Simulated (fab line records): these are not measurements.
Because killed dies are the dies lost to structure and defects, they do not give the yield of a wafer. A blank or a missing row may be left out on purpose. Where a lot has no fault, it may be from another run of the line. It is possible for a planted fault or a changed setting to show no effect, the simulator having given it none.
fab line records | flow rit_cmos
record: lots: 15 wafers: 45 last_day: 7
route steps=202 shown ACTIVE@2 PWELL@49 GATE@88 CONTACT@176 M1@202
lots with no fault: from the same line, run without faults
start_h: hours from the record's first day to the start of the lot's first wafer shown | wait_h: hours from the lot's prior step to this one | " same as the row above | L1.1+2: a single row standing in for several wafers | - no value, or no start given | * or withheld: withheld | < > ~ a bound
route shown NAME@n: names a module that has steps shown in the file, with the first one's number in the route | usual: mean/standard deviation taken from wafers without a fault | same: alike in all rows | chamber/n: place in a boat | sites: the reading at each site | _std_site: their standard deviation | _edge_site: the outer-site mean with the inner-site mean subtracted | radius_mm: how far each site lies from the wafer's centre | mask NAME#n: copy n | behind: tool/chamber where the wafer was last shaped | hold: cause of the lot's hold/its duration in hours/its outcome | device: names the non-switching transistor (n, p or np) | end of line: the route-end tests of the same wafers | where a step has no rows: the recipe by itself | killed: the dies lost at the first sort to structure and to defects; this is not the yield of the wafer | map: shows each die of a wafer: x if killed, . if not, _ if none is there
set.NAME: the run value of the setting; set.NAME@STEP: its run value at that earlier step | model.NAME: the simulator's own value behind a step, which no gauge read
one table for each step of the route and one row for each wafer, over a sample of lots
services: when a tool's chamber went out of use (start_h, in hours from the record's first day, below 0 if earlier), for how many hours, and the reason
== steps ==
step: RIT_ACTIVE_OXIDATION_01
recipe: temp_c: 1000 ambient: O2 target_thk_a: 468 ox_time_s: 3360
usual: ox_temp_c: 1000.0/0.42 ox_time_s: 3360/0 zone_power_centre_pct: 41.6/1.6
columns lot.wafer tool chamber start_h wait_h ox_temp_c ox_time_s zone_power_centre_pct
L713.3 furnace-02 0 10.94 0.9 1000.2 3360 43.0
L713.4 " 0 " " 1000.1 3360 43.1
L713.5 " 0 " " 1000.1 3360 42.4
L714.2 furnace-01 0 16.48 1.4 1001.0 3360 39.3
L714.4 " 0 " " 1000.3 3360 39.0
L714.6 " 0 " " 1000.9 3360 40.4
L716.3 furnace-02 0 25.12 0.1 1000.5 3360 42.2
L716.4 " 0 " " 1000.3 3360 42.6
L716.5 " 0 " " 1000.0 3360 42.6
L719.1 furnace-04 0 40.15 0.1 1000.0 3360 42.8
L719.4 " 0 " " 1000.1 3360 42.6
L719.5 " 0 " " 1000.5 3360 43.0
L720.1 furnace-02 0 45.12 0.1 1000.9 3360 42.4
L720.4 " 0 " " 1000.6 3360 42.8
L720.6 " 0 " " 1000.7 3360 42.8
L721.1 furnace-04 0 50.12 0.1 999.5 3360 42.5
L721.4 " 0 " " 999.4 3360 42.7
L721.5 " 0 " " 999.9 3360 43.3
L722.2 furnace-01 0 55.48 0.4 999.8 3360 39.7
L722.5 " 0 " " 999.7 3360 39.4
L722.6 " 0 " " 999.5 3360 39.5
L723.1 furnace-04 0 60.12 0.1 1000.4 3360 42.3
L723.2 " 0 " " 999.9 3360 43.1
L723.6 " 0 " " 1000.0 3360 43.2
L724.1 furnace-04 0 65.12 0.1 1000.2 3360 43.0
L724.5 " 0 " " 999.9 3360 42.9
L724.6 " 0 " " 1000.4 3360 41.5
L725.2 furnace-04 0 70.12 0.1 999.8 2688 43.5
L725.3 " 0 " " 1000.3 2688 42.5
L725.6 " 0 " " 1000.0 2688 42.2
L726.1 furnace-04 0 75.12 0.1 999.6 2688 43.4
L726.3 " 0 " " 1000.2 2688 43.2
L726.6 " 0 " " 1000.0 2688 42.4
L729.2 furnace-04 0 90.12 0.1 1000.0 2688 42.8
L729.5 " 0 " " 1000.5 2688 42.8
L729.6 " 0 " " 999.8 2688 42.4
L733.1 furnace-01 0 110.12 0.1 999.6 3360 39.5
L733.2 " 0 " " 1000.7 3360 39.5
L733.5 " 0 " " 1000.3 3360 39.3
L734.1 furnace-01 0 115.12 0.1 1000.9 3360 39.4
L734.4 " 0 " " 999.8 3360 38.9
L734.6 " 0 " " 999.6 3360 39.2
L736.1 furnace-01 0 125.12 0.1 999.4 3360 39.5
L736.2 " 0 " " 1000.3 3360 38.9
L736.5 " 0 " " 1000.0 3360 39.8
step: RIT_ACTIVE_THK_MEAS_02
recipe: reads: SiO2_of_ACTIVE_OXIDATION_01
usual: ACTIVE_OXIDE_THK: 47.2/0.84
columns lot.wafer tool chamber start_h wait_h hold ACTIVE_OXIDE_THK[nm]
L713.3 film_metro-02 - 12.89 0.0 - 47.0
L713.4 " - " " - 46.5
L713.5 " - " " - 48.0
L714.2 film_metro-04 - 18.42 0.0 - 47.1
L714.4 " - " " - 47.4
L714.6 " - " " - 47.4
L716.3 film_metro-03 - 27.07 0.0 - 48.4
L716.4 " - " " - 47.6
L716.5 " - " " - 48.4
L719.1 film_metro-02 - 42.08 0.0 - 48.6
L719.4 " - " " - 48.1
L719.5 " - " " - 48.1
L720.1 film_metro-03 - 47.05 0.0 - 46.7
L720.4 " - " " - 47.4
L720.6 " - " " - 47.5
L721.1 film_metro-02 - 52.05 0.0 - 48.2
L721.4 " - " " - 48.2
L721.5 " - " " - 47.6
L722.2 film_metro-03 - 57.42 0.0 - 49.2
L722.5 " - " " - 48.4
L722.6 " - " " - 48.9
L723.1 film_metro-03 - 62.05 0.0 - 46.3
L723.2 " - " " - 46.0
L723.6 " - " " - 46.1
L724.1 film_metro-02 - 67.05 0.0 - 47.3
L724.5 " - " " - 48.0
L724.6 " - " " - 46.7
L725.2 film_metro-04 - 72.06 0.0 await_dispo/0.2h/release 41.3
L725.3 " - " " await_dispo/0.2h/release 41.0
L725.6 " - " " await_dispo/0.2h/release 41.5
L725.2 film_metro-04 - 72.29 0.2 - 41.3
L725.3 " - " " - 41.0
L725.6 " - " " - 41.5
L726.1 film_metro-04 - 77.05 0.0 await_dispo/0.2h/release 42.0
L726.3 " - " " await_dispo/0.2h/release 40.7
L726.6 " - " " await_dispo/0.2h/release 41.4
L726.1 film_metro-04 - 77.28 0.2 - 42.1
L726.3 " - " " - 40.8
L726.6 " - " " - 41.4
L729.2 film_metro-02 - 92.06 0.0 await_dispo/0.2h/release 40.8
L729.5 " - " " await_dispo/0.2h/release 40.8
L729.6 " - " " await_dispo/0.2h/release 41.1
L729.2 film_metro-02 - 92.29 0.2 - 40.7
L729.5 " - " " - 40.7
L729.6 " - " " - 41.1
L733.1 film_metro-04 - 112.05 0.0 - 46.6
L733.2 " - " " - 46.2
L733.5 " - " " - 46.6
L734.1 film_metro-03 - 117.05 0.0 - 48.5
L734.4 " - " " - 48.0
L734.6 " - " " - 46.8
L736.1 film_metro-02 - 127.05 0.0 - 45.8
L736.2 " - " " - 45.7
L736.5 " - " " - 46.0
step: RIT_PWELL_TW_MEAS_10
usual: PWELL_TW: 956/11
columns lot.wafer tool chamber start_h wait_h PWELL_TW
L713.3 film_metro-01 - 23.77 0.1 961
L713.4 " - " " 955
L713.5 " - " " 958
L714.2 film_metro-02 - 28.85 0.1 963
L714.4 " - " " 964
L714.6 " - " " 963
L716.3 film_metro-02 - 38.05 0.1 967
L716.4 " - " " 963
L716.5 " - " " 962
L719.1 film_metro-04 - 53.72 0.1 936
L719.4 " - " " 939
L719.5 " - " " 938
L720.1 film_metro-02 - 58.00 0.1 959
L720.4 " - " " 966
L720.6 " - " " 963
L721.1 film_metro-02 - 64.13 0.1 962
L721.4 " - " " 962
L721.5 " - " " 965
L722.2 film_metro-02 - 67.94 0.1 959
L722.5 " - " " 959
L722.6 " - " " 960
L723.1 film_metro-04 - 73.47 0.1 938
L723.2 " - " " 942
L723.6 " - " " 941
L724.1 film_metro-04 - 78.08 0.1 944
L724.5 " - " " 937
L724.6 " - " " 945
L725.2 film_metro-01 - 89.48 0.1 978
L725.3 " - " " 970
L725.6 " - " " 965
L726.1 film_metro-04 - 93.07 0.1 939
L726.3 " - " " 941
L726.6 " - " " 942
L729.2 film_metro-01 - 108.13 0.1 964
L729.5 " - " " 962
L729.6 " - " " 962
L733.1 film_metro-02 - 123.07 0.1 970
L733.2 " - " " 969
L733.5 " - " " 970
L734.1 film_metro-04 - 127.54 0.1 943
L734.4 " - " " 940
L734.6 " - " " 944
L736.1 film_metro-01 - 137.68 0.1 968
L736.2 " - " " 966
L736.5 " - " " 963
step: RIT_GATE_SOFTBAKE_12
recipe: resist: NOVOLAK temp_c: 90 time_s: 62
usual: exhaust_pa: 44.9/0.86 plate_sensor_t_centre_C: 90.968/0.0097 plate_sensor_t_edge_C: 91.021/0.01
columns lot.wafer tool chamber start_h wait_h exhaust_pa plate_sensor_t_centre_C plate_sensor_t_edge_C
L713.3 litho_track-03 0 40.84 0.1 46.0 90.960 91.014
L713.4 " 0 " " 44.7 90.979 91.019
L713.5 " 0 " " 45.4 90.948 91.005
L714.2 litho_track-02 0 42.43 0.1 44.4 90.964 91.037
L714.4 " 0 " " 45.4 90.970 91.006
L714.6 " 0 " " 44.8 90.956 90.998
L716.3 litho_track-03 0 52.91 0.1 44.9 90.959 91.017
L716.4 " 0 " " 44.9 90.958 91.032
L716.5 " 0 " " 45.7 90.997 91.025
L719.1 litho_track-02 0 66.38 0.1 46.8 90.954 91.011
L719.4 " 0 " " 45.1 90.978 91.009
L719.5 " 0 " " 45.1 90.960 91.023
L720.1 litho_track-04 0 70.51 0.1 44.9 90.969 91.031
L720.4 " 0 " " 44.8 90.974 91.027
L720.6 " 0 " " 44.3 90.957 91.033
L721.1 litho_track-04 0 77.16 0.1 45.0 90.957 90.995
L721.4 " 0 " " 45.5 90.963 91.021
L721.5 " 0 " " 46.2 90.966 91.042
L722.2 litho_track-04 0 80.53 0.1 43.7 90.968 91.016
L722.5 " 0 " " 44.1 90.962 91.033
L722.6 " 0 " " 44.1 90.973 91.016
L723.1 litho_track-04 0 86.66 0.1 43.4 90.980 91.029
L723.2 " 0 " " 45.8 90.975 91.024
L723.6 " 0 " " 43.7 90.975 91.032
L724.1 litho_track-02 0 90.75 0.1 45.4 90.967 91.013
L724.5 " 0 " " 46.3 90.975 91.018
L724.6 " 0 " " 45.7 90.957 91.027
L725.2 litho_track-03 0 107.14 0.2 44.1 90.965 91.027
L725.3 " 0 " " 44.8 90.967 91.032
L725.6 " 0 " " 44.2 90.950 91.011
L726.1 litho_track-02 0 111.09 0.3 42.9 90.983 91.039
L726.3 " 0 " " 44.2 90.954 91.022
L726.6 " 0 " " 44.2 90.972 91.018
L729.2 litho_track-04 0 122.41 0.3 44.5 90.961 91.016
L729.5 " 0 " " 46.0 90.960 91.036
L729.6 " 0 " " 45.1 90.971 91.013
L733.1 litho_track-02 0 136.47 0.1 44.4 90.963 91.014
L733.2 " 0 " " 44.4 90.966 91.023
L733.5 " 0 " " 42.5 90.972 91.038
L734.1 litho_track-04 0 141.33 0.1 44.7 90.979 91.018
L734.4 " 0 " " 45.7 90.975 91.013
L734.6 " 0 " " 45.8 90.971 91.024
L736.1 litho_track-02 0 150.43 0.1 45.7 90.969 91.001
L736.2 " 0 " " 44.1 90.969 91.017
L736.5 " 0 " " 45.3 90.977 91.028
step: RIT_CONTACT_CD_MEAS_08
recipe: target_cd_nm: 1000
usual: cd_nm: 1000.2/2.2
columns lot.wafer tool chamber start_h wait_h cd_nm
L713.3 cd_sem-01 - 57.45 - 999.9
L713.4 " - " " 1001.5
L713.5 " - " " 1002.5
L714.2 cd_sem-01 - 59.19 - 996.1
L714.4 " - " " 995.9
L714.6 " - " " 997.1
L716.3 cd_sem-01 - 69.17 - 1003.0
L716.4 " - " " 1003.4
L716.5 " - " " 1003.9
L719.1 cd_sem-01 - 82.39 - 999.1
L719.4 " - " " 1000.6
L719.5 " - " " 998.7
L720.1 cd_sem-02 - 85.89 - 1003.2
L720.4 " - " " 1001.1
L720.6 " - " " 1001.3
L721.1 cd_sem-01 - 92.26 - 997.5
L721.4 " - " " 1001.3
L721.5 " - " " 998.8
L722.2 cd_sem-01 - 96.84 - 999.7
L722.5 " - " " 996.6
L722.6 " - " " 998.4
L723.1 cd_sem-01 - 101.96 - 1001.5
L723.2 " - " " 999.6
L723.6 " - " " 998.8
L724.1 cd_sem-01 - 106.27 - 997.7
L724.5 " - " " 996.1
L724.6 " - " " 998.6
L725.2 cd_sem-01 - 125.24 - 1000.6
L725.3 " - " " 1001.3
L725.6 " - " " 1001.1
L729.2 cd_sem-01 - 140.72 - 1000.9
L729.5 " - " " 1001.1
L729.6 " - " " 1000.0
L733.1 cd_sem-01 - 152.37 - 997.5
L733.2 " - " " 998.2
L733.5 " - " " 1001.1
L734.1 cd_sem-01 - 156.69 - 998.3
L734.4 " - " " 1000.4
L734.6 " - " " 1000.6
L736.1 cd_sem-02 - 172.04 - 999.8
L736.2 " - " " 1001.4
L736.5 " - " " 1002.1
step: RIT_M1_PROBE_99
usual: killed_at_M0_to_M3: 0.0/0.083 killed_at_contacts: 0.1/0.24 killed_at_front_end: 7.1/2.8 killed_dies: 7.2/2.8 killed_open: 3.6/2.1 killed_short: 3.6/1.9
same: gross_dies: 264 killed_at_M4_up: 0 killed_at_back_side: 0 killed_at_other: 0
columns lot.wafer tool chamber start_h wait_h killed_at_M0_to_M3 killed_at_contacts killed_at_front_end killed_dies killed_open killed_short
L729.2 prober-02 - 145.97 0.1 0 0 7 7 4 3
L729.5 prober-02 - 146.12 0.2 0 0 8 8 3 5
L729.6 prober-02 - 146.17 0.2 0 0 4 4 1 3
killed by level:class
L729.2 GATE:geometric_particle:open=4 SILICIDE:geometric_particle:short=2 FOX2:geometric_particle:short=1
L729.5 GATE:geometric_particle:short=4 GATE:geometric_particle:open=2 SPACER:geometric_particle:open=1 SILICIDE:geometric_particle:short=1
L729.6 GATE:geometric_particle:short=2 SILICIDE:geometric_particle:short=1 SILICIDE:geometric_particle:open=1
== services ==
columns tool chamber start_h hours kind
furnace-04 - 0.48 4.3 pm
furnace-01 - 10.44 3.5 pm
furnace-02 - 12.87 2.9 pm
furnace-01 - 23.50 4.1 pm
furnace-01 - 32.05 13.9 pm
== key ==
first_sign: step: RIT_ACTIVE_OXIDATION_01 reading: ox_time_s direction: down sigmas: 99+ usual: * struck: *
effect: step: RIT_ACTIVE_THK_MEAS_02 reading: visit direction: added
effect: step: RIT_ACTIVE_THK_MEAS_02 reading: ACTIVE_OXIDE_THK direction: down sigmas: 7.2 usual: 47.2 struck: 41.2
met_at RIT_ACTIVE_OXIDATION_01
struck_lots L725,L726,L729
rows_end L725.2,L725.3,L725.6,L726.1,L726.3,L726.6
tester_left_out L729
not_acting_at RIT_PWELL_TW_MEAS_10,RIT_GATE_SOFTBAKE_12,RIT_CONTACT_CD_MEAS_08
onset_between 65.12 70.12
fault: kind: process_parameter_drift tool: furnace-04 chamber: - onset_h: 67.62 steps: RIT_ACTIVE_OXIDATION_01 channel: ox_time_s offset: * shape: step end_h: 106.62 acts_in: * stated: *
tester_left_out: of these lots the tester's yield and bins aren't shown, on N5 and GAA mostly nor the transistor test; their killed dies are dies lost to structure and defects alone, not to doping, threshold or leakage, so they don't give the yield
rows_end: these wafers met a further fault down the route, and their rows from its step on are left out
